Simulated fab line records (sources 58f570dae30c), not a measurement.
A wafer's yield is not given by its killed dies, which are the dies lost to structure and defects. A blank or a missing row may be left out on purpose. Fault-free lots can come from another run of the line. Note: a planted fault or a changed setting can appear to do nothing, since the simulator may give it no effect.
Which tool did it? -- flow berkeley_cmos170 -- 13 lots, 39 wafers sampled, at 3 steps of a route of 331

== WHAT THE GAUGES READ, wafer by wafer ==
UCB170_PFIELD_TW_MEAS_09. Usual: PFIELD_TW gives 603 (standard deviation 3.1).
lot,measured,on,PFIELD_TW,flag
L656,day 5 21:50,film_metro-01,607 607 604,
L658,day 6 06:22,film_metro-03,604 603 606,
L657,day 6 06:37,film_metro-02,605 604 604,
L659,day 6 15:35,film_metro-02,604 606 601,
L660,day 7 04:57,film_metro-01,601 601 601,
L672,day 8 17:32,film_metro-02,604 604 605,
L673,day 8 17:42,film_metro-01,607 607 604,
L674,day 8 18:05,film_metro-01,601 604 605,
L675,day 9 04:11,film_metro-01,603 603 602,
L676,day 9 04:27,film_metro-02,607 606 606,
L677,day 9 16:55,film_metro-02,606 607 606,
L678,day 10 02:16,film_metro-01,605 603 604,
L679,day 10 06:38,film_metro-02,602 607 607,

UCB170_NVT_OVL_MEAS_06. Usual: NVT_OVL gives 3 nm (standard deviation 5.6).
lot,measured,on,NVT_OVL (nm),flag
L656,day 7 12:01,overlay-01,5 -2 5,
L658,day 7 18:48,overlay-01,0 5 -6,
L657,day 7 18:53,overlay-01,3 9 1,
L659,day 8 04:03,overlay-02,-6 -11 -7,
L660,day 8 21:37,overlay-02,0 2 3,
L672,day 10 15:01,overlay-02,1 0 4,
L673,day 10 14:44,overlay-01,3 -2 -5,
L674,day 10 14:28,overlay-02,9 4 7,
L675,day 10 22:28,overlay-02,8 6 6,
L676,day 10 22:37,overlay-01,0 -5 3,
L677,day 11 04:38,overlay-02,5 2 -7,
L678,day 11 20:01,overlay-01,8 16 15,
L679,day 11 19:28,overlay-01,9 12 9,

== TOOL THAT RAN EACH LOT (tool first, then ch and the chambers of the sampled wafers, then the start) ==
lot,UCB170_PFIELD_EXPOSE_03
L656,"krf_scanner-02 ch 0, day 5 20:58"
L658,"krf_scanner-02 ch 0, day 6 05:41"
L657,"krf_scanner-01 ch 0, day 6 05:55"
L659,"krf_scanner-02 ch 0, day 6 14:55"
L660,"krf_scanner-02 ch 0, day 7 04:08"
L672,"krf_scanner-02 ch 0, day 8 16:24"
L673,"krf_scanner-02 ch 0, day 8 16:40"
L674,"krf_scanner-02 ch 0, day 8 17:06"
L675,"krf_scanner-01 ch 0, day 9 03:31"
L676,"krf_scanner-01 ch 0, day 9 03:38"
L677,"krf_scanner-01 ch 0, day 9 16:04"
L678,"krf_scanner-01 ch 0, day 10 00:49"
L679,"krf_scanner-02 ch 0, day 10 05:57"
- UCB170_PFIELD_EXPOSE_03: exposes mask PFIELD, target cd 1500 nm.

== AS READ BY THE TOOLS THEMSELVES (means over the sampled wafers that have a number; for cases with no such wafer, the mark the record gives instead) ==
UCB170_PFIELD_EXPOSE_03. Usual: reticle_temp_C 22.97 C, standard deviation 0.097.
lot,tool,reticle_temp_C (C),flag
L656,krf_scanner-02,22.92,
L658,krf_scanner-02,22.98,
L657,krf_scanner-01,22.93,
L659,krf_scanner-02,22.90,
L660,krf_scanner-02,22.92,
L672,krf_scanner-02,22.90,
L673,krf_scanner-02,23.13,
L674,krf_scanner-02,23.07,
L675,krf_scanner-01,23.07,
L676,krf_scanner-01,22.96,
L677,krf_scanner-01,22.99,
L678,krf_scanner-01,23.01,
L679,krf_scanner-02,22.90,

== THE ANSWER, worked out from the rows above alone ==
Rule: take the mean of a lot's wafers that have a number; if it is more than 3 standard deviations from the usual mean, the lot is off. A lot without any number at a reading at which 4 lots or more have one is off too. All remaining lots with rows at the step are treated as sound. After the gauges, taken in route order, come the tools' own readings; for these a lot's mean is taken, as printed above. The first step at which some lot is off is used, and at that step the reading that is off furthest; a lot without a number counts as furthest.
No lot is off at any reading shown: from this, nothing can be told.

== WHAT THE SIMULATOR HAD INSERTED ==
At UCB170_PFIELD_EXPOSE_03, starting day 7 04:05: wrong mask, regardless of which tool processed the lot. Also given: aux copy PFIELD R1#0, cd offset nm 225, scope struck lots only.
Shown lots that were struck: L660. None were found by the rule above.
